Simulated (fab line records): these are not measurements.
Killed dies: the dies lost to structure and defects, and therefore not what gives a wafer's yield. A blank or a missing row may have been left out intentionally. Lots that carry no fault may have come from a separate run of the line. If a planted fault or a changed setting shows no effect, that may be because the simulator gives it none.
fab line records ; flow berkeleyCmos170
[record] lots = 7; wafers = 21; lastDay = 13
route steps=331 shown NLDD@166 SPACER@171 PSD@175 M3@331
lots that met no fault: taken from a fault-free run of the same line
startH: the number of hours between the record's first day and the start of the first shown wafer of the lot ; waitH: how many hours have passed since the lot's step before this one ; " same as the row above ; L1.1+2: a single row standing in for several wafers ; - no value, or no start was given ; * or withheld: withheld ; < > ~ a bound
route shown NAME@n: a module of which the file shows steps, and the number in the route of the first ; usual: mean/standard deviation taken from wafers without a fault ; same: alike in all rows ; chamber/n: place in a boat ; sites: each site's reading ; _std_site: the values' standard deviation ; _edge_site: outer sites' mean less inner sites' ; radiusMm: for every site, how far away it sits from the centre of the wafer ; mask NAME#n: copy n ; behind: tool/chamber where the wafer was last shaped ; hold: the reason the lot was held/the length of the hold in hours/how it ended ; device: whichever transistor did not switch (one of n, p or np) ; end of line: the same wafers' tests at the end of the route ; a step without rows: its recipe alone ; killed: count of dies lost to structure and defects at first sort (not the wafer's yield) ; map: the dies of a wafer, with x for killed, . for not killed, _ for no die there
set.NAME: the setting the step ran with; set.NAME@STEP: the setting that earlier step ran with ; model.NAME: the simulator's own value behind a step, which no gauge read
lots seen at some steps along the route; tables by step, rows by wafer
services: the hour from which a tool's chamber was out of use, counted from the record's first day as startH (under 0 if before that day), plus the number of hours and why
[[steps]]
[step UCB170_NLDD_IMPLANT_08]
[recipe] species = As; doseCm2 = 5e+13; energyKev = 30; tiltDeg = 7; rotationDeg = 0
[step UCB170_NLDD_IMPLANT_09]
[recipe] species = As; doseCm2 = 5e+13; energyKev = 30; tiltDeg = 7; rotationDeg = 180
[step UCB170_NLDD_STRIP_10]
[recipe] chemistry = O2; powerW = 400; pressureMtorr = 3500; platenTempC = withheld; o2FlowSccm = 400; overashFraction = 0.5
[usual] drypumpMotorCurrentA = 5.7/0.61; oesProductAu = 0.735/0.005; stripTimeToEndpointS = 21.63/0.074
lot.wafer;tool;chamber;startH;waitH;drypumpMotorCurrentA;oesProductAu;rfHoursCounterH;stripTimeToEndpointS
L244.2;plasmaAsher-01;1;168.49;0.1;6.3;0.720;47;21.48
L244.5;plasmaAsher-01;0;168.49;0.1;6.0;0.736;-;21.54
L244.6;plasmaAsher-01;1;168.49;0.1;6.3;0.739;-;21.58
L247.2;plasmaAsher-04;1;168.92;0.1;4.8;0.734;32;21.53
L247.4;plasmaAsher-04;1;168.92;0.1;4.8;0.730;-;21.67
L247.6;plasmaAsher-04;0;168.92;0.1;6.3;0.741;-;21.61
L248.2;plasmaAsher-04;1;190.48;0.1;4.8;0.730;34;21.68
L248.3;plasmaAsher-04;0;190.48;0.1;6.4;0.737;-;21.71
L248.5;plasmaAsher-04;0;190.48;0.1;6.4;0.740;-;21.69
L252.1;plasmaAsher-03;0;198.04;0.1;5.8;0.736;50;21.53
L252.2;plasmaAsher-03;1;198.04;0.1;5.3;0.738;50;21.58
L252.5;plasmaAsher-03;0;198.04;0.1;5.8;0.732;-;21.57
L253.1;plasmaAsher-03;1;216.12;0.1;5.2;0.729;52;21.60
L253.3;plasmaAsher-03;0;216.12;0.1;5.8;0.736;-;21.54
L253.4;plasmaAsher-03;1;216.12;0.1;5.3;0.742;-;21.59
L264.4;plasmaAsher-04;1;252.59;0.1;4.8;0.738;-;21.69
L264.5;plasmaAsher-04;1;252.59;0.1;4.8;0.736;-;21.68
L264.6;plasmaAsher-04;0;252.59;0.1;6.4;0.734;-;21.71
L265.1;plasmaAsher-04;0;272.11;0.1;6.3;0.730;44;21.65
L265.2;plasmaAsher-04;1;272.11;0.1;4.8;0.723;44;21.65
L265.5;plasmaAsher-04;0;272.11;0.1;6.3;0.733;-;21.68
[step UCB170_NLDD_TW_MEAS_11]
[usual] NLDD_TW = 2222/24
lot.wafer;tool;chamber;startH;waitH;NLDD_TW
L244.2;filmMetro-02;-;168.60;0.1;2185
L244.5;filmMetro-02;-;168.60;0.1;2179
L244.6;filmMetro-02;-;168.60;0.1;2191
L247.2;filmMetro-04;-;169.03;0.1;2226
L247.4;filmMetro-04;-;169.03;0.1;2221
L247.6;filmMetro-04;-;169.03;0.1;2233
L248.2;filmMetro-04;-;190.59;0.1;2226
L248.3;filmMetro-04;-;190.59;0.1;2230
L248.5;filmMetro-04;-;190.59;0.1;2221
L252.1;filmMetro-03;-;198.14;0.1;2243
L252.2;filmMetro-03;-;198.14;0.1;2238
L252.5;filmMetro-03;-;198.14;0.1;2244
L253.1;filmMetro-04;-;216.24;0.1;2207
L253.3;filmMetro-04;-;216.24;0.1;2222
L253.4;filmMetro-04;-;216.24;0.1;2231
L264.4;filmMetro-03;-;252.69;0.1;2233
L264.5;filmMetro-03;-;252.69;0.1;2240
L264.6;filmMetro-03;-;252.69;0.1;2247
L265.1;filmMetro-03;-;272.21;0.1;2237
L265.2;filmMetro-03;-;272.21;0.1;2246
L265.5;filmMetro-03;-;272.21;0.1;2241
[step UCB170_NLDD_CLEAN_12]
[recipe] chemistry = SPM; tempC = 120; timeS = 600
[step UCB170_SPACER_CVD_00]
[recipe] material = SiO2; targetThkNm = 376; tempC = 390; precursor = TEOS/O2; timeS = 47; rfW = 550; pressureMtorr = 9000
[usual] heaterPowerW = 266/51; pressureMtorr = 8999/19
lot.wafer;tool;chamber;startH;waitH;heaterPowerW;pressureMtorr
L244.2;pecvd-01;0;168.83;0.0;270;8999
L244.5;pecvd-01;2;168.83;0.0;302;8989
L244.6;pecvd-01;0;168.83;0.0;288;9018
L247.2;pecvd-04;0;169.25;0.0;249;9032
L247.4;pecvd-04;1;169.25;0.0;180;8974
L247.6;pecvd-04;0;169.25;0.0;265;9032
L248.2;pecvd-03;1;190.82;0.0;221;8992
L248.3;pecvd-03;2;190.82;0.0;383;8990
L248.5;pecvd-03;0;190.82;0.0;260;9018
L252.1;pecvd-03;0;198.39;0.0;235;9032
L252.2;pecvd-03;1;198.39;0.0;219;9004
L252.5;pecvd-03;1;198.39;0.0;229;8981
L253.1;pecvd-01;0;216.48;0.0;220;9009
L253.3;pecvd-01;1;216.48;0.0;288;9013
L253.4;pecvd-01;2;216.48;0.0;276;8988
L264.4;pecvd-03;2;252.92;0.0;325;9002
L264.5;pecvd-03;0;252.92;0.0;270;9006
L264.6;pecvd-03;1;252.92;0.0;172;8981
L265.1;pecvd-01;2;272.47;0.0;291;8998
L265.2;pecvd-01;1;272.47;0.0;248;9002
L265.5;pecvd-01;2;272.47;0.0;303;8981
[step UCB170_SPACER_THK_MEAS_01]
[recipe] reads = SiO2_of_SPACER_CVD_00
[usual] SPACER_TEOS_THK = 377/5.4
lot.wafer;tool;chamber;startH;waitH;SPACER_TEOS_THK[nm]
L244.2;filmMetro-01;-;168.88;0.0;373
L244.5;filmMetro-01;-;168.88;0.0;381
L244.6;filmMetro-01;-;168.88;0.0;383
L247.2;filmMetro-03;-;169.31;0.0;363
L247.4;filmMetro-03;-;169.31;0.0;370
L247.6;filmMetro-03;-;169.31;0.0;371
L248.2;filmMetro-02;-;190.87;0.0;376
L248.3;filmMetro-02;-;190.87;0.0;373
L248.5;filmMetro-02;-;190.87;0.0;381
L252.1;filmMetro-03;-;198.43;0.0;372
L252.2;filmMetro-03;-;198.43;0.0;370
L252.5;filmMetro-03;-;198.43;0.0;378
L253.1;filmMetro-02;-;216.52;0.0;380
L253.3;filmMetro-02;-;216.52;0.0;377
L253.4;filmMetro-02;-;216.52;0.0;379
L264.4;filmMetro-02;-;253.02;0.1;386
L264.5;filmMetro-02;-;253.02;0.1;376
L264.6;filmMetro-02;-;253.02;0.1;377
L265.1;filmMetro-01;-;272.51;0.0;374
L265.2;filmMetro-01;-;272.51;0.0;379
L265.5;filmMetro-01;-;272.51;0.0;383
[step UCB170_SPACER_ANNEAL_02]
[recipe] tempC = 900; timeS = 1800; ambient = N2
[step UCB170_SPACER_ETCHBACK_03]
[recipe] stopOn = Si; target = SiO2; chemistry = CHF3/CF4/Ar; CHF3_flow_sccm = 50; cf4FlowSccm = 10; Ar_flow_sccm = 120; pressureMtorr = 200; rfW = 500; targetDepthA = 3760; timeS = 100
[usual] drypumpMotorCurrentA = 5.62/0.26; oesProductAu = 0.908/0.016; throttleValvePct = 6.45/0.16
lot.wafer;tool;chamber;startH;waitH;drypumpMotorCurrentA;oesProductAu;rfHoursCounterH;throttleValvePct
L244.2;rieDiel-01;1;175.85;0.0;5.16;0.900;6;6.30
L244.5;rieDiel-01;3;175.85;0.0;5.48;0.885;-;6.29
L244.6;rieDiel-01;0;175.85;0.0;5.56;0.924;-;6.72
L247.2;rieDiel-03;2;175.85;0.0;5.88;0.885;107;6.54
L247.4;rieDiel-03;1;175.85;0.0;5.21;0.900;-;6.67
L247.6;rieDiel-03;3;175.85;0.0;5.72;0.924;-;6.17
L248.2;rieDiel-02;1;196.08;0.0;5.87;0.889;86;6.42
L248.3;rieDiel-02;0;196.08;0.0;5.60;0.895;141;6.44
L248.5;rieDiel-02;0;196.08;0.0;5.63;0.905;-;6.45
L252.1;rieDiel-02;3;203.58;0.0;5.94;0.900;137;6.44
L252.2;rieDiel-02;1;203.58;0.0;5.88;0.878;87;6.42
L252.5;rieDiel-02;0;203.58;0.0;5.64;0.897;-;6.45
L253.1;rieDiel-03;1;226.15;0.0;5.21;0.928;8;6.68
L253.3;rieDiel-03;3;226.15;0.0;5.72;0.931;22;6.16
L253.4;rieDiel-03;2;226.15;0.0;5.86;0.927;110;6.55
L264.4;rieDiel-01;1;259.05;0.0;5.20;0.929;9;6.30
L264.5;rieDiel-01;1;259.05;0.0;5.18;0.905;-;6.31
L264.6;rieDiel-01;0;259.05;0.0;5.56;0.912;-;6.72
L265.1;rieDiel-02;2;279.55;0.0;5.69;0.918;102;6.41
L265.2;rieDiel-02;0;279.55;0.0;5.61;0.927;2;6.43
L265.5;rieDiel-02;1;279.55;0.0;5.86;0.902;-;6.41
[step UCB170_PSD_HMDS_00]
[recipe] primeTimeS = 60; primeTempC = 100
[step UCB170_PSD_COAT_01]
[recipe] resist = KrF; spinRpm = 1500; resistThkNm = 900
[step UCB170_PSD_SOFTBAKE_02]
[recipe] resist = KrF; tempC = 130; timeS = 60
[step UCB170_PSD_EXPOSE_03]
[recipe] maskId = PSELECT_MOD; na = 0.5; sigmaOuter = 0.6; sourceShape = conventional; targetCdNm = 1200; doseMj = 30
[usual] focusOffsetNm = 0.0/0.5
lot.wafer;tool;chamber;startH;waitH;mask;focusOffsetNm;model.PSD.overlayXNm
L244.2;krfScanner-01;0;176.52;0.2;PSELECT_MOD#0;0.9;2.819
L244.5;krfScanner-01;0;176.52;0.2;PSELECT_MOD#0;0.4;2.819
L244.6;krfScanner-01;0;176.52;0.2;PSELECT_MOD#0;0.2;2.819
L247.2;krfScanner-01;0;176.75;0.4;PSELECT_MOD#0;-0.1;-4.113
L247.4;krfScanner-01;0;176.75;0.4;PSELECT_MOD#0;0.5;-4.113
L247.6;krfScanner-01;0;176.75;0.4;PSELECT_MOD#0;0.1;-4.113
L248.2;krfScanner-01;0;196.94;0.2;PSELECT_MOD#0;-0.1;-166.9
L248.3;krfScanner-01;0;196.94;0.2;PSELECT_MOD#0;-0.5;-166.9
L248.5;krfScanner-01;0;196.94;0.2;PSELECT_MOD#0;-0.4;-166.9
L252.1;krfScanner-01;0;204.35;0.3;PSELECT_MOD#0;0.0;-159.8
L252.2;krfScanner-01;0;204.35;0.3;PSELECT_MOD#0;0.1;-159.8
L252.5;krfScanner-01;0;204.35;0.3;PSELECT_MOD#0;0.0;-159.8
L253.1;krfScanner-01;0;226.80;0.2;PSELECT_MOD#0;1.2;-154.6
L253.3;krfScanner-01;0;226.80;0.2;PSELECT_MOD#0;0.9;-154.6
L253.4;krfScanner-01;0;226.80;0.2;PSELECT_MOD#0;0.8;-154.6
L264.4;krfScanner-02;0;259.63;0.1;PSELECT_MOD#0;0.6;4.768
L264.5;krfScanner-02;0;259.63;0.1;PSELECT_MOD#0;0.6;4.768
L264.6;krfScanner-02;0;259.63;0.1;PSELECT_MOD#0;-0.2;4.768
L265.1;krfScanner-02;0;280.07;0.1;PSELECT_MOD#0;-0.4;3.818
L265.2;krfScanner-02;0;280.07;0.1;PSELECT_MOD#0;0.4;3.818
L265.5;krfScanner-02;0;280.07;0.1;PSELECT_MOD#0;-0.4;3.818
[step UCB170_PSD_PEB_04]
[recipe] pebTempC = 130; pebTimeS = withheld; resist = KrF
[step UCB170_PSD_DEVELOP_05]
[recipe] developer = TMAH; developTimeS = 45; resist = KrF; devTempC = 21
[step UCB170_PSD_CD_MEAS_06]
[recipe] targetCdNm = 1200
[usual] cdNm = 1200.4/1.6
lot.wafer;tool;chamber;startH;waitH;cdNm
L244.2;cdSem-01;-;176.97;-;1200.7
L244.5;cdSem-01;-;176.97;-;1198.3
L244.6;cdSem-01;-;176.97;-;1201.3
L247.2;cdSem-01;-;177.17;-;1197.6
L247.4;cdSem-01;-;177.17;-;1197.1
L247.6;cdSem-01;-;177.17;-;1197.0
L248.2;cdSem-02;-;197.83;-;1199.5
L248.3;cdSem-02;-;197.83;-;1198.8
L248.5;cdSem-02;-;197.83;-;1200.1
L252.1;cdSem-02;-;205.18;-;1200.4
L252.2;cdSem-02;-;205.18;-;1200.0
L252.5;cdSem-02;-;205.18;-;1201.1
L253.1;cdSem-01;-;227.19;-;1200.6
L253.3;cdSem-01;-;227.19;-;1199.9
L253.4;cdSem-01;-;227.19;-;1201.6
L264.4;cdSem-01;-;260.44;-;1199.8
L264.5;cdSem-01;-;260.44;-;1200.4
L264.6;cdSem-01;-;260.44;-;1198.9
L265.1;cdSem-01;-;280.80;-;1199.9
L265.2;cdSem-01;-;280.80;-;1198.5
L265.5;cdSem-01;-;280.80;-;1198.7
[step UCB170_PSD_OVL_MEAS_07]
[usual] PSD_OVL = -1/5.5
lot.wafer;tool;chamber;startH;waitH;PSD_OVL[nm]
L244.2;overlay-01;-;177.08;0.1;1
L244.5;overlay-01;-;177.08;0.1;-4
L244.6;overlay-01;-;177.08;0.1;-2
L247.2;overlay-01;-;177.28;0.1;-8
L247.4;overlay-01;-;177.28;0.1;-4
L247.6;overlay-01;-;177.28;0.1;-6
L248.2;overlay-02;-;197.94;0.1;-164
L248.3;overlay-02;-;197.94;0.1;-160
L248.5;overlay-02;-;197.94;0.1;-166
L252.1;overlay-01;-;205.30;0.1;-165
L252.2;overlay-01;-;205.30;0.1;-162
L252.5;overlay-01;-;205.30;0.1;-163
L253.1;overlay-01;-;227.31;0.1;-162
L253.3;overlay-01;-;227.31;0.1;-162
L253.4;overlay-01;-;227.31;0.1;-158
L264.4;overlay-02;-;260.52;0.1;-6
L264.5;overlay-02;-;260.52;0.1;-8
L264.6;overlay-02;-;260.52;0.1;1
L265.1;overlay-02;-;280.92;0.1;-3
L265.2;overlay-02;-;280.92;0.1;6
L265.5;overlay-02;-;280.92;0.1;-5
[step UCB170_PSD_IMPLANT_08]
[recipe] species = B; doseCm2 = 3e+15; energyKev = 20; tiltDeg = 7.278
[step UCB170_M3_PROBE_99]
lot.wafer;tool;chamber;startH;waitH;model.etest.selectEdgeDiodeP.leakLog10A
L244.2;prober-02;-;200.57;0.1;-12.39
L244.5;prober-02;-;200.72;0.2;-12.23
L244.6;prober-02;-;200.77;0.2;-12.3
L247.2;prober-01;-;204.50;0.1;-12.14
L247.4;prober-01;-;204.60;0.2;-12.04
L247.6;prober-01;-;204.70;0.2;-12.12
L248.2;prober-02;-;225.11;0.1;-11.2
L248.3;prober-02;-;225.16;0.2;-11.23
L248.5;prober-02;-;225.26;0.2;-11.57
L252.1;prober-02;-;236.30;0.1;-11.44
L252.2;prober-02;-;236.35;0.1;-11.54
L252.5;prober-02;-;236.50;0.2;-11.57
L253.1;prober-02;-;252.77;0.1;-11.76
L253.3;prober-02;-;252.87;0.2;-11.69
L253.4;prober-02;-;252.92;0.2;-11.8
L264.4;prober-02;-;286.37;0.2;-12.12
L264.5;prober-02;-;286.42;0.2;-11.97
L264.6;prober-02;-;286.47;0.2;-12.02
L265.1;prober-02;-;308.63;0.1;-12.36
L265.2;prober-02;-;308.68;0.1;-12.05
L265.5;prober-02;-;308.83;0.2;-12.24
// killed by level:class
L244.5 M3:geometricParticle:short=2 SCREENOX:geometricParticle:open=1 GATE:geometricParticle:open=1 SPACER:geometricParticle:short=1 V1:geometricParticle:open=1 M2:geometricParticle:short=1
L244.6 SCREENOX:geometricParticle:open=1 SILICIDE:geometricParticle:short=1 V1:geometricParticle:short=1
L247.2 M2:geometricParticle:short=1
L247.4 PWELL:geometricParticle:open=1 WELLDRIVE:geometricParticle:open=1 V1:geometricParticle:open=1
L247.6 GATE:geometricParticle:open=1
L248.2 START:geometricParticle:short=1 SILICIDE:geometricParticle:open=1 M1:geometricParticle:short=1 M2:geometricParticle:short=1
L248.3 ACTIVE:areaEtch=9 M3:geometricParticle:short=1
L248.5 SACOX:geometricParticle:open=1
L253.1 WELLDRIVE:geometricParticle:short=1 SACOX:geometricParticle:open=1 GATE:geometricParticle:short=1 GATE:geometricParticle:open=1 SPACER:geometricParticle:open=1 ACTIVE:areaEtch=1
L253.3 START:geometricParticle:short=2 GATE:geometricParticle:short=1 M2:geometricParticle:short=1
L253.4 START:geometricParticle:short=1 V1:geometricParticle:short=1
L264.4 M1:geometricParticle:short=1 V1:geometricParticle:short=1 V1:geometricParticle:open=1
L264.6 FIELD:geometricParticle:short=1 SILICIDE:geometricParticle:open=1 M1:geometricParticle:open=1 M2:geometricParticle:open=1
L265.1 START:geometricParticle:open=1 SPACER:geometricParticle:short=1 SILICIDE:geometricParticle:short=1 SILICIDE:geometricParticle:open=1
L265.2 M3:geometricParticle:short=2 START:geometricParticle:open=1 START:geometricParticle:short=1 SPACER:geometricParticle:open=1
L265.5 V1:geometricParticle:short=1 V2:geometricParticle:open=1
[[services]]
tool;chamber;startH;hours;kind
krfScanner-01;-;145.41;0.4;repair
krfScanner-01;-;151.59;4.0;pm
rieDiel-01;-;154.24;5.6;repair
krfScanner-01;-;157.13;1.9;repair
krfScanner-02;-;163.28;1.3;pm
rieDiel-03;2;171.10;1.7;repair
pecvd-04;-;171.12;28.1;pm
rieDiel-03;0;171.56;7.7;repair
pecvd-03;1;172.37;5.1;repair
rieDiel-03;3;192.52;10.9;repair
pecvd-01;-;202.99;0.5;repair
krfScanner-02;-;206.91;2.4;repair
krfScanner-02;-;210.05;1.0;pm
rieDiel-01;0;213.30;2.4;repair
pecvd-04;-;214.48;23.2;repair
krfScanner-01;-;232.13;1.3;pm
pecvd-04;-;237.69;2.8;pm
krfScanner-01;-;238.00;1.0;pm
plasmaAsher-01;-;239.62;2.4;repair
pecvd-01;-;242.50;14.0;pm
rieDiel-03;1;251.21;32.0;repair
pecvd-01;-;269.43;2.8;pm
pecvd-04;0;276.38;12.3;repair
pecvd-01;2;277.92;5.1;repair
[[key]]
[firstSign] step = UCB170_PSD_OVL_MEAS_07; reading = PSD_OVL; direction = down; sigmas = 29; usual = -1; struck = -162
effect none on later readings
[modelEffect] step = UCB170_PSD_EXPOSE_03; value = PSD.overlayXNm; without = -0.4392; struck = -160.4
[modelEffect] step = UCB170_M3_PROBE_99; value = etest.selectEdgeDiodeP.leakLog10A; without = -12.09; struck = -11.53
metAt UCB170_PSD_EXPOSE_03
struckWafers L248.2,L248.3,L248.5,L252.1,L252.2,L252.5,L253.1,L253.3,L253.4
sortLeftOut L252.1,L252.2,L252.5
testerLeftOut L248,L252,L253
onsetBetween 176.75 196.94
[fault] kind = scannerMatchingOverlay; tool = krfScanner-01; chamber = -; onsetH = 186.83; steps = UCB170_PSD_EXPOSE_03; offset = -160
// testerLeftOut: of these lots the tester's yield and bins aren't shown, on N5 and GAA mostly nor the transistor test; their killed dies are dies lost to structure and defects alone, not to doping, threshold or leakage, so they don't give the yield
// sortLeftOut: the simulated sort isn't trusted on such a fault, so these wafers' sort isn't shown, and their yield isn't known
